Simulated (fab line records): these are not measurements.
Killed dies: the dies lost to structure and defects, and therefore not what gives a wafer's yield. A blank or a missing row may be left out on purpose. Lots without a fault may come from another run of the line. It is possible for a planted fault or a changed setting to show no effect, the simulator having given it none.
Matching of chambers | flow berkeley_cmos170 | rie_diel-02 running UCB170_ACTIVE_ETCH_15: 4 sister chambers
The step etches Si3N4 in CH3F/Ar/O2, stops on SiO2, target depth 242 nm, time 151 s. 4 wafers are shown with their chamber, then 10 later ones without.

== EACH WAFER AND ITS CHAMBER ==
wafer  | chamber | drypump_motor_current_A (A)
L082.5 | 3       | 6.4
L083.4 | 2       | 6.4
L087.2 | 1       | 6.0
L087.3 | 0       | 5.7

== WAFERS MISSING THEIR CHAMBER ==
wafer  | drypump_motor_current_A (A)
L087.6 | 6.3
L092.3 | 6.4
L092.4 | 5.7
L092.6 | 6.1
L093.1 | 6.1
L093.2 | 6.3
L093.3 | 6.4
L093.4 | 5.7
L093.5 | 6.4
L093.6 | 6.4

== WHICH CHAMBER EACH ONE RAN IN ==
wafer  | from the rows above     | in truth
L087.6 | can't be placed: 2 or 3 | 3
L092.3 | can't be placed: 2 or 3 | 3
L092.4 | 0                       | 0
L092.6 | 1                       | 1
L093.1 | 1                       | 1
L093.2 | can't be placed: 2 or 3 | 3
L093.3 | can't be placed: 2 or 3 | 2
L093.4 | 0                       | 0
L093.5 | can't be placed: 2 or 3 | 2
L093.6 | can't be placed: 2 or 3 | 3
Correctly placed: 4 of 10. Cannot be placed on the basis of these rows: 6; the candidates contain the true chamber in 6. Wrongly placed: 0.
How it was worked out, from the rows above alone: a wafer's distance from a chamber is the root of the sum, over the readings, of the square of ((its reading less the chamber's mean) divided by the reading's scatter). If the next closest chamber is less than 2 further off than the closest, the wafer can't be placed; otherwise it belongs to the closest. Each chamber's mean is taken over the wafers shown for it. The scatter (one wafer shown for each chamber): square how far every hidden wafer sits from the nearest shown wafer, average those squares and take the square root.
